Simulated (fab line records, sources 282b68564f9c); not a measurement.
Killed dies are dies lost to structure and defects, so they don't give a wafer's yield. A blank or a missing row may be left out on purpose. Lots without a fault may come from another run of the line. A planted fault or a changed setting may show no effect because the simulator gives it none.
A struck lot beside a sound one | flow rit_cmos | 44 steps out of a route of 202
Sound: wafers L795.1, L795.2, L795.3. Struck: wafers L792.1, L792.2, L792.6. The cause comes at the end.
At each step with rows: each side's tool, then ch and its chambers, then its first start. Under that, the readings that differ: sound wafers | struck wafers | difference of the means | sigmas: that difference in standard deviations of wafers without a fault.
alike: readings whose means differ by less than 2 such deviations, and words and numbers that are the same on both sides. not compared: withheld readings, readings that some wafer has no value for, bounds like >300 that may hide the same value, and numbers for which the record gives no deviation and whose values overlap.
The two part at a step that has a row with sigmas, a row that says differs or no value, or rows on one side only. Numbers that don't overlap but have no deviation are shown without sigmas and don't part them. A reading that every wafer of one side lacks parts them only if that side has two wafers or more.

first, 1 step without rows for these wafers: RIT_PRETRO_IMPLANT_08.
RIT_PRETRO_STRIP_09: strips in O2, time 180 s.
  sound on plasma_asher-01 ch 0,1, day 5 17:13; struck on plasma_asher-03 ch 0,1, day 4 23:58
  alike: drypump_motor_current_A
  not compared: rf_hours_counter_h
RIT_PRETRO_TW_MEAS_10:
  sound on film_metro-01, day 5 17:24; struck on film_metro-04, day 5 00:09
  alike: PRETRO_TW
then, 5 steps without rows for these wafers: RIT_GATE_WET_ETCH_00 (etches SiO2 in BOE, target depth 56 nm, time 60 s); RIT_GATE_CLEAN_01 (cleans in SC1, time 600 s); RIT_GATE_CLEAN_02 (cleans in dHF, time 30 s); RIT_GATE_CLEAN_03 (cleans in SC2, time 600 s); RIT_GATE_CLEAN_04 (cleans in dHF, time 60 s).
RIT_FOX2_THK_MEAS_91:
  sound on film_metro-03, day 5 17:52; struck on film_metro-02, day 5 00:37
  alike: FIELD_OXIDE_LEFT_2_THK
then, 2 steps without rows for these wafers: RIT_GATE_OXIDATION_05 (target thk 3 nm, ox time 270 s); RIT_GATE_ANNEAL_06 (time 600 s).
RIT_GATE_THK_MEAS_07:
  sound on film_metro-02, day 5 19:16; struck on film_metro-03, day 5 06:31
  alike: GATE_OXIDE_THK
RIT_GATE_CVD_08: deposits poly-Si from SiH4, target thk 250 nm, time 2220 s.
  sound on lpcvd-01 ch 1, day 5 19:19; struck on lpcvd-02 ch 0, day 5 06:34
  reading                                  | sound           | struck            | difference | sigmas
  model.poly-Si_of_GATE_CVD_08.thk_nm (nm) | 251 250.5 249.7 | 183.4 183.2 183.9 | -66.9      |
RIT_GATE_THK_MEAS_09:
  sound on film_metro-02, day 5 20:56; struck on film_metro-02, day 5 08:11
  reading            | sound             | struck            | difference | sigmas
  GATE_POLY_THK (nm) | 251.1 250.6 249.6 | 183.6 183.2 183.8 | -66.9      | -30
then, 6 steps without rows for these wafers: RIT_GATE_HMDS_10 (prime time 60 s); RIT_GATE_COAT_11 (resist thk 850 nm); RIT_GATE_SOFTBAKE_12 (time 60 s); RIT_GATE_EXPOSE_13 (exposes mask M6, target cd 150 nm); RIT_GATE_PEB_14; RIT_GATE_DEVELOP_15 (develop time 50 s).
RIT_GATE_CD_MEAS_16: target cd 150 nm.
  sound on cd_sem-01, day 5 21:51; struck on cd_sem-02, day 5 09:06
  alike: cd_nm
RIT_GATE_OVL_MEAS_17:
  sound on overlay-01, day 5 21:58; struck on overlay-02, day 5 09:13
  alike: GATE_OVL
then, 1 step without rows for these wafers: RIT_GATE_HARDBAKE_18 (time 60 s).
RIT_GATE_ETCH_19: etches poly-Si in SF6/CHF3/O2, stops on SiO2, time 165 s, target depth 312.5 nm.
  sound on rie_si-01 ch 0,2, day 5 22:09; struck on rie_si-02 ch 2,3, day 5 09:24
  reading                          | sound             | struck            | difference | sigmas
  oes_product_au (a.u.)            | 0.856 0.860 0.856 | 0.678 0.675 0.685 | -0.178     | -11
  model.etch.depth_nm (nm)         | 251 250.5 249.7   | 183.4 183.2 183.9 | -66.9      |
  model.GATE.feature_depth_nm (nm) | 251 250.5 249.7   | 183.4 183.2 183.9 | -66.9      |
  alike: drypump_motor_current_A, throttle_valve_pct
  not compared: rf_hours_counter_h
RIT_GATE_STRIP_20: strips in O2, time 180 s.
  sound on plasma_asher-04 ch 0,1, day 5 22:19; struck on plasma_asher-02 ch 0,1, day 5 09:31
  alike: drypump_motor_current_A
  not compared: rf_hours_counter_h
RIT_GATE_CD_MEAS_90: target cd 150 nm.
  sound on cd_sem-02, day 5 22:29; struck on cd_sem-01, day 5 09:41
  alike: cd_nm
then, 4 steps without rows for these wafers: RIT_REOX_CLEAN_00 (cleans in SC1, time 600 s); RIT_REOX_CLEAN_01 (cleans in dHF, time 30 s); RIT_REOX_CLEAN_02 (cleans in SC2, time 600 s); RIT_REOX_OXIDATION_03 (target thk 25.2 nm, ox time 5580 s).
RIT_REOX_THK_MEAS_04:
  sound on film_metro-02, day 6 01:34; struck on film_metro-01, day 5 13:35
  reading             | sound          | struck         | difference | sigmas
  REOX_OXIDE_THK (nm) | 24.4 24.3 24.7 | 25.2 25.2 25.6 | +0.9       | +2
then, 6 steps without rows for these wafers: RIT_NLDD_HMDS_00 (prime time 60 s); RIT_NLDD_COAT_01 (resist thk 1000 nm); RIT_NLDD_SOFTBAKE_02 (time 60 s); RIT_NLDD_EXPOSE_03 (exposes mask M7, target cd 40700 nm); RIT_NLDD_PEB_04; RIT_NLDD_DEVELOP_05 (develop time 50 s).
RIT_NLDD_OVL_MEAS_06:
  sound on overlay-01, day 6 02:35; struck on overlay-02, day 5 14:37
  alike: NLDD_OVL
then, 2 steps without rows for these wafers: RIT_NLDD_HARDBAKE_07 (time 60 s); RIT_NLDD_IMPLANT_08.
RIT_NLDD_STRIP_09: strips in O2, time 180 s.
  sound on plasma_asher-02 ch 0,1, day 6 02:56; struck on plasma_asher-01 ch 0,1, day 5 14:57
  alike: drypump_motor_current_A
  not compared: rf_hours_counter_h
RIT_NLDD_TW_MEAS_10:
  sound on film_metro-04, day 6 03:07; struck on film_metro-03, day 5 15:07
  alike: NLDD_TW
RIT_SDANNEAL_CLEAN_02: cleans in SC2, time 600 s.
  sound on wet_bench-04 ch 3, day 6 10:23; struck on wet_bench-02 ch 3, day 5 22:23
  reading                                  | sound             | struck            | difference | sigmas
  model.poly-Si_of_GATE_CVD_08.thk_nm (nm) | 163.2 163.4 162.8 | 96.27 96.63 97.36 | -66.38     |
  alike: temp_c
RIT_M1_PROBE_99:
  sound on prober-01, day 6 19:13; struck on prober-02, day 6 06:03
  alike: killed_at_M0_to_M3, killed_at_front_end, killed_dies, killed_open, killed_short
  not compared: model.etest.pmos_turned.r_on_ohm_um, model.etest.pmos_0p3.r_on_ohm_um, model.etest.pmos_0p15.r_on_ohm_um, model.etest.nmos_0p3.r_on_ohm_um, model.etest.nmos_turned.drive_ua_um, model.etest.nmos_0p15.r_on_ohm_um, model.etest.pmos_turned.drive_ua_um, model.etest.nmos_0p15.drive_ua_um

WHERE THEY PART
First at RIT_GATE_THK_MEAS_09; last, within this record, at RIT_REOX_THK_MEAS_04. Later steps at which nothing parts them and some readings are alike: RIT_NLDD_OVL_MEAS_06, RIT_NLDD_STRIP_09, RIT_NLDD_TW_MEAS_10, RIT_SDANNEAL_CLEAN_02, RIT_M1_PROBE_99.

WHY: what the simulator had put in
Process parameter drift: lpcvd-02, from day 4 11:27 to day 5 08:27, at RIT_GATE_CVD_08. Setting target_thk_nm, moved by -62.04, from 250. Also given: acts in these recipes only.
